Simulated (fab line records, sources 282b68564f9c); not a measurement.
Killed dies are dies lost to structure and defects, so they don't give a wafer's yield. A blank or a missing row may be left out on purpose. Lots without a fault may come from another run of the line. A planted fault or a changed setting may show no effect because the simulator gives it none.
Chamber matching | flow rit_cmos | RIT_SPACER_ETCHBACK_05 on rie_diel-04: 4 sister chambers
The step etches Si3N4 in SF6/CHF3, stops on SiO2, target depth 250 nm, time 240 s. 4 wafers are shown with their chamber, then 7 later ones without.

WAFERS WITH THEIR CHAMBER
wafer  | chamber | throttle_valve_pct (%)
L457.1 | 1       | 10.28
L461.6 | 0       | 10.21
L472.1 | 2       | 10.53
L472.2 | 3       | 10.36

WAFERS WITHOUT THEIR CHAMBER
wafer  | throttle_valve_pct (%)
L472.6 | 10.28
L474.2 | 10.29
L474.4 | 10.27
L474.5 | 10.54
L477.3 | 10.33
L477.5 | 10.29
L477.6 | 10.21

WHICH CHAMBER EACH WENT THROUGH
wafer  | from the rows above     | in truth
L472.6 | 1                       | 1
L474.2 | 1                       | 1
L474.4 | 1                       | 1
L474.5 | 2                       | 2
L477.3 | can't be placed: 3 or 1 | 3
L477.5 | 1                       | 1
L477.6 | 0                       | 0
Placed correctly: 6 of 7. Can't be placed from these rows: 1 (the true chamber is among the candidates in 1). Placed wrongly: 0.
How it was worked out, from the rows above alone: a wafer's distance from a chamber is the root of the sum, over the readings, of the square of ((its reading less the chamber's mean) divided by the reading's scatter). The wafer belongs to the nearest chamber; if the next one is less than 2 further off, it can't be placed. A chamber's mean is the mean of its shown wafers. The scatter: with one shown wafer a chamber, the root of the mean of the squares of how far each hidden wafer lies from its nearest shown one.
